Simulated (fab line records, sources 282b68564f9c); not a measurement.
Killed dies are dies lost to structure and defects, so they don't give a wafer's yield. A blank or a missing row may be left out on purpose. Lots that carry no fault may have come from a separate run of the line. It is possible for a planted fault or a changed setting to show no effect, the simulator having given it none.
fab line records -- flow rit_cmos
record lots=14, wafers=42, last_day=7
route steps=202 shown ACTIVE@15 M1@202
lots that met no fault: taken from a fault-free run of the same line
start_h: hours from the record's opening day to when the first of the lot's shown wafers began -- wait_h: how many hours have passed since the lot's step before this one -- " the same as in the row above -- L1.1+2: a row that stands for several wafers -- - either no value or no given start -- * or withheld: withheld -- < > ~ a bound
route shown NAME@n: a module of which the file shows steps, and the number in the route of the first -- usual: mean/standard deviation taken from wafers without a fault -- same: alike in all rows -- chamber/n: place in a boat -- sites: readings site by site -- _std_site: standard deviation of those values -- _edge_site: the outer-site mean with the inner-site mean subtracted -- radius_mm: for every site, how far away it sits from the centre of the wafer -- mask NAME#n: copy n -- behind: the tool/chamber that last shaped the wafer -- hold: why the lot was held/for how many hours/how that ended -- device: which transistor (n, p or np) failed to switch -- end of line: tests run on the same wafers once the route is complete -- a step with no rows: only its recipe -- killed: count of dies lost to structure and defects at first sort (not the wafer's yield) -- map: a wafer's dies, marking killed ones x, the rest . and places with no die _
set.NAME: the run value of the setting; set.NAME@STEP: its run value at that earlier step -- model.NAME: the simulator's own value behind a step, which no gauge read
route steps across a sampled set of lots; one table per step, one row per wafer
## steps
# step RIT_ACTIVE_STRIP_14
# recipe chemistry=O2, time_s=180, resist=NOVOLAK, platen_temp_c=withheld, power_w=500, pressure_mtorr=4000, o2_flow_sccm=4000
# usual chamber_pressure_mTorr=4000/3.7, drypump_motor_current_A=5.9/0.47
lot.wafer,tool,chamber,start_h,wait_h,chamber_pressure_mTorr,drypump_motor_current_A,rf_hours_counter_h
L565.3,plasma_asher-04,1,18.53,0.1,4002,6.7,-
L565.5,plasma_asher-04,0,18.53,0.1,3998,6.4,-
L565.6,plasma_asher-04,1,18.53,0.1,3997,6.7,-
L566.1,plasma_asher-03,1,24.11,0.1,3998,5.4,35
L566.3,plasma_asher-03,1,24.11,0.1,3993,5.5,-
L566.6,plasma_asher-03,0,24.11,0.1,3993,5.9,-
L567.2,plasma_asher-02,0,30.33,0.1,4001,5.8,39
L567.3,plasma_asher-02,0,30.33,0.1,3999,5.8,-
L567.4,plasma_asher-02,1,30.33,0.1,4002,5.4,-
L568.1,plasma_asher-04,0,34.64,0.1,3997,6.4,24
L568.5,plasma_asher-04,1,34.64,0.1,3999,6.7,-
L568.6,plasma_asher-04,0,34.64,0.1,3999,6.4,-
L571.2,plasma_asher-02,0,51.81,0.1,3998,5.8,41
L571.3,plasma_asher-02,0,51.81,0.1,4004,5.8,-
L571.5,plasma_asher-02,1,51.81,0.1,4001,5.4,-
L576.3,plasma_asher-03,1,71.20,0.1,4003,5.5,-
L576.4,plasma_asher-03,0,71.20,0.1,3995,5.9,-
L576.6,plasma_asher-03,1,71.20,0.1,3997,5.5,-
L577.2,plasma_asher-02,0,76.43,0.1,6000,5.8,44
L577.5,plasma_asher-02,1,76.43,0.1,3997,5.4,-
L577.6,plasma_asher-02,0,76.43,0.1,5994,5.8,-
L578.2,plasma_asher-02,0,82.24,0.1,5995,5.7,45
L578.5,plasma_asher-02,0,82.24,0.1,5999,5.8,-
L578.6,plasma_asher-02,1,82.24,0.1,3998,5.4,-
L579.3,plasma_asher-04,1,85.94,0.1,4003,6.7,-
L579.4,plasma_asher-04,0,85.94,0.1,3995,6.3,-
L579.6,plasma_asher-04,0,85.94,0.1,4000,6.4,-
L580.1,plasma_asher-03,1,90.72,0.1,4002,5.5,42
L580.3,plasma_asher-03,0,90.72,0.1,4007,5.9,-
L580.6,plasma_asher-03,0,90.72,0.1,3998,5.9,-
L581.1,plasma_asher-03,1,96.28,0.1,3997,5.4,43
L581.3,plasma_asher-03,0,96.28,0.1,3998,5.9,-
L581.6,plasma_asher-03,0,96.28,0.1,4003,5.9,-
L583.1,plasma_asher-03,1,104.95,0.1,4002,5.5,45
L583.3,plasma_asher-03,1,104.95,0.1,3996,5.5,-
L583.6,plasma_asher-03,1,104.95,0.1,3997,5.5,-
L585.3,plasma_asher-04,0,115.75,0.1,3999,6.4,-
L585.4,plasma_asher-04,1,115.75,0.1,3991,6.7,-
L585.6,plasma_asher-04,0,115.75,0.1,4004,6.3,-
L588.2,plasma_asher-04,0,132.73,0.1,4005,6.4,37
L588.4,plasma_asher-04,0,132.73,0.1,4002,6.4,-
L588.5,plasma_asher-04,1,132.73,0.1,3999,6.7,-
# step RIT_M1_PROBE_99
# usual killed_at_M0_to_M3=0.0/0.14, killed_at_contacts=0.0/0.2, killed_at_front_end=7.3/2.8, killed_dies=7.3/2.8, killed_open=3.8/1.9, killed_short=3.5/1.8
# same gross_dies=264, killed_at_M4_up=0, killed_at_back_side=0, killed_at_other=0
lot.wafer,tool,chamber,start_h,wait_h,killed_at_M0_to_M3,killed_at_contacts,killed_at_front_end,killed_dies,killed_open,killed_short
L566.1,prober-02,-,84.26,0.1,0,0,8,8,3,5
L566.3,prober-02,-,84.36,0.2,0,0,6,6,4,2
L566.6,prober-02,-,84.51,0.2,0,0,13,13,5,8
L580.1,prober-02,-,137.57,0.1,1,0,8,9,5,4
L580.3,prober-02,-,137.67,0.2,0,1,7,8,4,4
L580.6,prober-02,-,137.82,0.2,0,0,10,10,4,6
L581.1,prober-01,-,150.95,0.1,0,0,13,13,9,4
L581.3,prober-01,-,151.05,0.2,0,0,6,6,2,4
L581.6,prober-01,-,151.20,0.2,0,0,6,6,4,2
# killed by level:class
L566.1 FOX2:geometric_particle:short=2 FOX1:geometric_particle:short=1 FOX2:geometric_particle:open=1 GATE:geometric_particle:short=1 GATE:geometric_particle:open=1 REOX:geometric_particle:short=1 SILICIDE:geometric_particle:open=1
L566.3 SPACER:geometric_particle:open=2 FOX1:geometric_particle:short=1 GATE:geometric_particle:open=1 REOX:geometric_particle:open=1 SPACER:geometric_particle:short=1
L566.6 GATE:geometric_particle:short=4 GATE:geometric_particle:open=3 REOX:geometric_particle:short=2 FOX1:geometric_particle:short=1 FOX2:geometric_particle:open=1 SPACER:geometric_particle:open=1 SILICIDE:geometric_particle:short=1
L580.1 FOX1:geometric_particle:short=2 GATE:geometric_particle:open=2 REOX:geometric_particle:open=2 FOX2:geometric_particle:open=1 GATE:geometric_particle:short=1 M1:geometric_particle:short=1
L580.3 REOX:geometric_particle:short=2 FOX1:geometric_particle:open=1 GATE:geometric_particle:open=1 GATE:geometric_particle:short=1 REOX:geometric_particle:open=1 SPACER:geometric_particle:open=1 CONTACT:geometric_particle:short=1
L580.6 GATE:geometric_particle:short=4 FOX1:geometric_particle:open=2 REOX:geometric_particle:short=2 GATE:geometric_particle:open=1 SPACER:geometric_particle:open=1
L581.1 GATE:geometric_particle:open=3 REOX:geometric_particle:open=2 SILICIDE:geometric_particle:open=2 FOX1:geometric_particle:short=1 FOX1:geometric_particle:open=1 GATE:geometric_particle:short=1 REOX:geometric_particle:short=1 SPACER:geometric_particle:open=1
L581.3 GATE:geometric_particle:short=2 FOX1:geometric_particle:open=1 FOX1:geometric_particle:short=1 SILICIDE:geometric_particle:short=1 SILICIDE:geometric_particle:open=1
L581.6 GATE:geometric_particle:short=2 SILICIDE:geometric_particle:open=2 GATE:geometric_particle:open=1 REOX:geometric_particle:open=1
## key
first_sign step=RIT_ACTIVE_STRIP_14, reading=chamber_pressure_mTorr, direction=up, sigmas=99+, usual=4000, struck=5997
effect none on later readings
met_at RIT_ACTIVE_STRIP_14
struck_lots L577,L578
struck_wafers L577.2,L577.6,L578.2,L578.5
tester_left_out L577,L578
onset_between 51.81 76.43
fault kind=process_parameter_drift, tool=plasma_asher-02, chamber=0, onset_h=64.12, steps=RIT_ACTIVE_STRIP_14, channel=pressure_mtorr, offset=2000, shape=step, end_h=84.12, acts_in=these_recipes_only, stated=4000
# tester_left_out: of these lots the tester's yield and bins aren't shown, on N5 and GAA mostly nor the transistor test; their killed dies are dies lost to structure and defects alone, not to doping, threshold or leakage, so they don't give the yield
